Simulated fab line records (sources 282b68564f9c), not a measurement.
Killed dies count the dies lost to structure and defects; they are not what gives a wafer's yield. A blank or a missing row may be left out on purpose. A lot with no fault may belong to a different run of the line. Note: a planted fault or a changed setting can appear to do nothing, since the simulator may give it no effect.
The tool behind it: which one? | flow rit_cmos | 6 lots, 18 wafers sampled, at 1 step of a route of 202

== WHAT THE GAUGES READ, wafer by wafer ==
RIT_FOX2_THK_MEAS_01.
lot  | measured    | on            | FOX2_OXIDE_THK (nm)
L549 | day 2 00:52 | film_metro-03 | 361 361 368
L552 | day 2 17:41 | film_metro-01 | 354 354 353
L556 | day 3 12:00 | film_metro-01 | 343 343 343
L558 | day 3 21:11 | film_metro-01 | 350 346 350
L564 | day 5 02:59 | film_metro-03 | 344 350 355
L570 | day 6 09:10 | film_metro-01 | 348 349 347

== EACH LOT AND THE TOOL THAT RAN IT (in order: tool; ch and the chambers of the sampled wafers; start) ==
No process step before these readings appears in the record.

== THE ANSWER, worked out from the rows above alone ==
Rule: usual is defined by the lots themselves. The widest of any qualifying gaps counts: lots, ordered by their means at a reading, are off when they make up no more than a third of the lots, leave a main group of 4 or more, and stand apart from it by 3 or more times the standard deviation of that group's means. If all means in a main group match to the digits the tables above print for the reading, that group is not used. A lot without any number at a reading at which 4 lots or more have one is off too. All remaining lots with rows at the step are treated as sound.
Across all readings shown, no lot is off: no conclusion can be drawn from this.

== WHAT THE SIMULATOR PUT IN ==
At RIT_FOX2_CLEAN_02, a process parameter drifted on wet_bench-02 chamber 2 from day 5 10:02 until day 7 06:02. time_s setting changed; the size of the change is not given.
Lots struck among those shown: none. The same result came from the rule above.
